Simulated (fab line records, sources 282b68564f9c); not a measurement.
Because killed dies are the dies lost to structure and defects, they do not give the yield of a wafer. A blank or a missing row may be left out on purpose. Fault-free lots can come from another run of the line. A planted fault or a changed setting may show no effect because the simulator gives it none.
Code-filled problem report in 8D (eight disciplines) form	flow rit-cmos	the parts of the form that need people (team, actions taken, sign-off) are left out

1. THE ISSUE
At RIT_ACTIVE_CD_MEAS_11, cd-nm averages 1328.4 nm over 6 wafers from 2 lots, while fault-free wafers read 1399.2 nm, standard deviation 3. That is -24 standard deviations from the usual mean.
The step: target cd 1400 nm.
Earliest sighting: wafer L683.1 on cd-sem-01 at day 4 04:36. The record holds 42 wafers of 14 lots with a number at this step. Rule for "out" (also "out of limits"): further than 4 standard deviations from the usual mean. All remaining wafers that have a number are taken as sound.

2. WHAT IT IS AND WHAT IT IS NOT
question	is	is not
which readings at this step	cd-nm	-
which lots	L683, L685	L672, L673, L674, L675, L676, L677, L678, L679, L680, L688, L691, L694
which wafers of those lots	all that have a number	-
read on which gauges	cd-sem-01	cd-sem-02
when	from day 4 04:36	up to then (27 sound wafers); but 9 sound wafers of L688, L691, L694 came after

3. THE SUSPECTS, EACH WITH WHAT RULES IT OUT
Counting: any tool at a process step up to the reading is kept as a suspect provided that every lot that is out went through it and no sound lot did after the first of them.
- the gauge at RIT_ACTIVE_CD_MEAS_11: kept. All the wafers that are out were read on cd-sem-01, and no step on other tools shows them out.
- litho-track-04 at RIT_ACTIVE_COAT_06 (resist thk 1000 nm): kept. All lots that are out passed through it, beginning with L683 at day 4 03:46, and no sound lot followed; its final sound lot before that point was L678 at day 3 00:44.
Remaining after the count are litho-track-04 at RIT_ACTIVE_COAT_06 and cd-sem-01 at RIT_ACTIVE_CD_MEAS_11.

4. THE CAUSE (what the simulator had put in)
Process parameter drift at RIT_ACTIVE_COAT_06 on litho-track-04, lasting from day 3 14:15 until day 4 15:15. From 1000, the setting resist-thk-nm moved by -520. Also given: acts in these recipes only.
After counting, 2 suspects remain, this tool included.

5. THE CHAIN OF EFFECTS, in route order
Each row: a reading whose mean over the struck wafers that have a number lies more than 3 standard deviations from the usual. Readings are gone through only where the record gives a usual standard deviation; hours: the median, over the lots, of the time from a lot's start at the first step in this table giving one to that lot's start at this step; sigmas: the change measured in usual standard deviations.
hours	step	reading	usual	on struck wafers	change	sigmas
0	RIT_ACTIVE_CD_MEAS_11	cd-nm	1399.2 nm	1328.4	-70.8	-24

6. WHAT WOULD HAVE CAUGHT IT SOONER
In this record the first reading out of limits at a measuring or inspecting step was taken at day 4 04:36, 14 hours after the fault began at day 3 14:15.
An alarm limit of 4 standard deviations would not have fired on the tool readings at RIT_ACTIVE_COAT_06 for which the record gives a usual standard deviation, since none of them was out on any struck wafer.
L685, from the lots that are out (2), started RIT_ACTIVE_COAT_06 on litho-track-04 later than day 4 04:36. Putting the tool on hold at that point would have spared it.
